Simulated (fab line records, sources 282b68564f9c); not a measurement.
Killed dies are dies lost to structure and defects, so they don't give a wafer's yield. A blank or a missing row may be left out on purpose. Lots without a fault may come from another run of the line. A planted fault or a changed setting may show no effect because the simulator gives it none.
A struck lot beside a sound one | flow rit_cmos | 44 steps out of a route of 202
Sound: wafers L318.1, L318.2, L318.3. Struck: wafers L320.1, L320.3, L320.5. The cause comes at the end.
At each step with rows: each side's tool, then ch and its chambers, then its first start. Under that, the readings that differ: sound wafers | struck wafers | difference of the means | sigmas: that difference in standard deviations of wafers without a fault.
alike: readings whose means differ by less than 2 such deviations, and words and numbers that are the same on both sides. not compared: withheld readings, readings that some wafer has no value for, bounds like >300 that may hide the same value, and numbers for which the record gives no deviation and whose values overlap.
The two part at a step that has a row with sigmas, a row that says differs or no value, or rows on one side only. Numbers that don't overlap but have no deviation are shown without sigmas and don't part them. A reading that every wafer of one side lacks parts them only if that side has two wafers or more.

first, 2 steps without rows for these wafers: RIT_NLDD_HARDBAKE_07 (time 60 s); RIT_NLDD_IMPLANT_08.
RIT_NLDD_STRIP_09: strips in O2, time 180 s.
  sound on plasma_asher-01 ch 0,1, day 6 02:01; struck on plasma_asher-04 ch 0,1, day 6 08:26
  alike: drypump_motor_current_A
  not compared: rf_hours_counter_h
RIT_NLDD_TW_MEAS_10:
  sound on film_metro-02, day 6 02:11; struck on film_metro-01, day 6 08:37
  alike: NLDD_TW
then, 6 steps without rows for these wafers: RIT_PLDD_HMDS_00 (prime time 60 s); RIT_PLDD_COAT_01 (resist thk 1000 nm); RIT_PLDD_SOFTBAKE_02 (time 60 s); RIT_PLDD_EXPOSE_03 (exposes mask M8, target cd 40900 nm); RIT_PLDD_PEB_04; RIT_PLDD_DEVELOP_05 (develop time 50 s).
RIT_PLDD_OVL_MEAS_06:
  sound on overlay-01, day 6 03:11; struck on overlay-02, day 6 09:31
  alike: PLDD_OVL
then, 1 step without rows for these wafers: RIT_PLDD_HARDBAKE_07 (time 60 s).
RIT_PLDD_IMPLANT_08:
  sound on implanter-02 ch 0, day 6 03:22; struck on implanter-01 ch 0, day 6 09:42
  reading            | sound            | struck            | difference | sigmas
  beam_on_s (s)      | 9.70 10.01 10.31 | 14.43 14.12 14.39 | +4.31      | +22
  faraday_current_uA | 2917 2818 2736   | 1949 1991 1962    | -856       | -15
  alike: beam_energy_keV
RIT_PLDD_STRIP_09: strips in O2, time 180 s.
  sound on plasma_asher-04 ch 0,1, day 6 03:31; struck on plasma_asher-04 ch 0,1, day 6 09:51
  alike: drypump_motor_current_A
  not compared: rf_hours_counter_h
RIT_PLDD_TW_MEAS_10:
  sound on film_metro-04, day 6 03:41; struck on film_metro-04, day 6 10:02
  reading | sound          | struck         | difference | sigmas
  PLDD_TW | 2365 2367 2362 | 2592 2579 2582 | +220       | +18
then, 4 steps without rows for these wafers: RIT_SPACER_CLEAN_00 (cleans in SC1, time 600 s); RIT_SPACER_CLEAN_01 (cleans in dHF, time 30 s); RIT_SPACER_CLEAN_02 (cleans in SC2, time 600 s); RIT_SPACER_CVD_03 (deposits Si3N4 from SiH2Cl2/NH3, target thk 250 nm, time 3300 s).
RIT_SPACER_THK_MEAS_04:
  sound on film_metro-02, day 6 06:03; struck on film_metro-02, day 6 12:23
  alike: SPACER_NITRIDE_THK
RIT_SPACER_ETCHBACK_05: etches Si3N4 in SF6/CHF3, stops on SiO2, target depth 250 nm, time 240 s.
  sound on rie_diel-02 ch 0,1,2, day 6 06:07; struck on rie_diel-01 ch 1,3, day 6 12:27
  alike: SF6_flow_sccm, drypump_motor_current_A, oes_product_au, rf_fwd_power_W, throttle_valve_pct
  not compared: rf_hours_counter_h
then, 6 steps without rows for these wafers: RIT_NSD_HMDS_00 (prime time 60 s); RIT_NSD_COAT_01 (resist thk 1000 nm); RIT_NSD_SOFTBAKE_02 (time 60 s); RIT_NSD_EXPOSE_03 (exposes mask M9, target cd 40700 nm); RIT_NSD_PEB_04; RIT_NSD_DEVELOP_05 (develop time 50 s).
RIT_NSD_OVL_MEAS_06:
  sound on overlay-02, day 6 07:20; struck on overlay-01, day 6 13:27
  alike: NSD_OVL
then, 2 steps without rows for these wafers: RIT_NSD_HARDBAKE_07 (time 60 s); RIT_NSD_IMPLANT_08.
RIT_NSD_STRIP_09: strips in O2, time 180 s.
  sound on plasma_asher-03 ch 0,1, day 6 07:41; struck on plasma_asher-03 ch 0,1, day 6 13:47
  alike: drypump_motor_current_A
  not compared: rf_hours_counter_h
RIT_NSD_TW_MEAS_10:
  sound on film_metro-04, day 6 07:51; struck on film_metro-04, day 6 13:58
  alike: NSD_TW
then, 6 steps without rows for these wafers: RIT_PSD_HMDS_00 (prime time 60 s); RIT_PSD_COAT_01 (resist thk 1000 nm); RIT_PSD_SOFTBAKE_02 (time 60 s); RIT_PSD_EXPOSE_03 (exposes mask M10, target cd 40900 nm); RIT_PSD_PEB_04; RIT_PSD_DEVELOP_05 (develop time 50 s).
RIT_PSD_OVL_MEAS_06:
  sound on overlay-01, day 6 08:46; struck on overlay-01, day 6 14:59
  alike: PSD_OVL
then, 2 steps without rows for these wafers: RIT_PSD_HARDBAKE_07 (time 60 s); RIT_PSD_IMPLANT_08.
RIT_PSD_STRIP_09: strips in O2, time 180 s.
  sound on plasma_asher-01 ch 0,1, day 6 09:06; struck on plasma_asher-01 ch 0,1, day 6 15:20
  alike: drypump_motor_current_A
  not compared: rf_hours_counter_h
RIT_SDANNEAL_RS_MEAS_06: measures by four-point-probe.
  sound on film_metro-02, day 6 10:00; struck on film_metro-04, day 6 16:14
  reading          | sound             | struck            | difference | sigmas
  PLDD_RS (ohm/sq) | 178.6 177.9 178.7 | 160.9 161.3 161.1 | -17.3      | -42
RIT_M1_PROBE_99:
  sound on prober-02, day 6 17:14; struck on prober-02, day 6 23:43
  reading                                    | sound                | struck               | difference | sigmas
  model.etest.pmos_turned.r_on_ohm_um        | 3532 3592 3591       | 3223 3212 3214       | -355       |
  model.etest.pmos_0p15.r_on_ohm_um          | 2842 2849 2802       | 2595 2595 2604       | -233       |
  model.etest.pldd.rs_ohm_sq                 | 558.9 565.2 578.4    | 388.6 406.8 393.2    | -171.3     |
  model.etest.pldd.line_ohm_um               | 175.8 177 181.8      | 122.8 130.3 124.2    | -52.4      |
  model.etest.pmos_turned.drive_ua_um        | 181 176.9 176.4      | 209.6 204.9 207      | +29.1      |
  model.etest.pmos_0p15.drive_ua_um          | 251.7 252.1 253.9    | 272.8 270.9 271.6    | +19.2      |
  model.etest.pmos_0p15.off_log10_a_um       | -10.37 -10.65 -10.43 | -10.04 -10.03 -10.08 | +0.43      |
  model.etest.retro_edge_pmos.off_log10_a_um | -10.26 -10.53 -10.29 | -9.961 -9.833 -10.04 | +0.415     |
  alike: killed_at_M0_to_M3, killed_at_contacts, killed_at_front_end, killed_dies, killed_on_rim, killed_open, killed_short

WHERE THEY PART
First at RIT_PLDD_IMPLANT_08; last, within this record, at RIT_SDANNEAL_RS_MEAS_06. Later steps at which nothing parts them and some readings are alike: RIT_M1_PROBE_99.

WHY: what the simulator had put in
Process parameter drift: implanter-01, from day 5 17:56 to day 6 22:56, at RIT_PLDD_IMPLANT_08. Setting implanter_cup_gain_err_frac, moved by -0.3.
